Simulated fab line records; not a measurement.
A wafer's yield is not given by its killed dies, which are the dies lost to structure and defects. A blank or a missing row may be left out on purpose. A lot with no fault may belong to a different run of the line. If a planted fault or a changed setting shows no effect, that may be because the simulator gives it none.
Matching of chambers + flow berkeley_cmos170 + UCB170_GATE_ETCH_15 on rie_si-02 has 4 sister chambers
The step etches poly-Si in HBr/Cl2, stops on SiO2, time 56.3 s, target depth 278.2 nm. 14 wafers are shown with their chamber, then 7 later ones without.

## WAFERS, EACH WITH ITS CHAMBER
| wafer  | chamber | drypump_motor_current_A (A) | throttle_valve_pct (%) | oes_product_au (a.u.) |
|--------|---------|-----------------------------|------------------------|-----------------------|
| L522.1 | 0       | 6.2                         | 26.53                  | 0.810                 |
| L522.5 | 1       | 5.4                         | 26.31                  | 0.846                 |
| L522.6 | 0       | 6.2                         | 26.54                  | 0.824                 |
| L526.1 | 3       | 5.7                         | 26.42                  | 0.838                 |
| L526.3 | 1       | 5.4                         | 26.33                  | 0.838                 |
| L526.6 | 3       | 5.8                         | 26.42                  | 0.842                 |
| L533.1 | 3       | 5.7                         | 26.40                  | 0.833                 |
| L533.5 | 0       | 6.2                         | 26.55                  | 0.810                 |
| L533.6 | 3       | 5.7                         | 26.40                  | 0.835                 |
| L534.1 | 2       | 5.3                         | 26.67                  | 0.829                 |
| L534.4 | 0       | 6.2                         | 26.51                  | 0.814                 |
| L534.6 | 1       | 5.4                         | 26.33                  | 0.830                 |
| L536.1 | 2       | 5.3                         | 26.68                  | 0.839                 |
| L536.4 | 3       | 5.7                         | 26.42                  | 0.835                 |

SIGNATURES, as means of the wafers listed above
| reading                 | chamber 0 | chamber 1 | chamber 2 | chamber 3 | scatter within a chamber |
|-------------------------|-----------|-----------|-----------|-----------|--------------------------|
| drypump_motor_current_A | 6.200     | 5.400     | 5.300     | 5.720     | 0.0283                   |
| throttle_valve_pct      | 26.5325   | 26.3233   | 26.6750   | 26.4120   | 0.0129                   |
| oes_product_au          | 0.81450   | 0.83800   | 0.83400   | 0.83660   | 0.00598                  |
Rule: for each reading, subtract the chamber's mean from the wafer's reading, divide by that reading's scatter and square the result; add these up over the readings and take the root, which gives the wafer's distance from the chamber. The wafer belongs to the nearest chamber; if the next one is less than 2 further off, it can't be placed. How the scatter is found: for the shown wafers, subtract from each reading the mean of its chamber, square and add these, divide the total by (wafers less chambers), then take the root.

## WAFERS WITH NO CHAMBER GIVEN
| wafer  | drypump_motor_current_A (A) | throttle_valve_pct (%) | oes_product_au (a.u.) |
|--------|-----------------------------|------------------------|-----------------------|
| L536.5 | 6.2                         | 26.53                  | 0.820                 |
| L538.2 | 5.5                         | 26.32                  | 0.822                 |
| L538.4 | 6.2                         | 26.52                  | 0.816                 |
| L538.6 | 5.4                         | 26.32                  | 0.826                 |
| L539.3 | 6.2                         | 26.52                  | 0.823                 |
| L539.5 | 5.3                         | 26.68                  | 0.846                 |
| L539.6 | 5.4                         | 26.31                  | 0.844                 |

## CHAMBER TAKEN BY EACH
| wafer  | from the rows above | in truth |
|--------|---------------------|----------|
| L536.5 | 0                   | 0        |
| L538.2 | 1                   | 1        |
| L538.4 | 0                   | 0        |
| L538.6 | 1                   | 1        |
| L539.3 | 0                   | 0        |
| L539.5 | 2                   | 2        |
| L539.6 | 1                   | 1        |
Correctly placed: 7 of 7. From these rows, 0 cannot be placed. Number placed wrongly: 0.
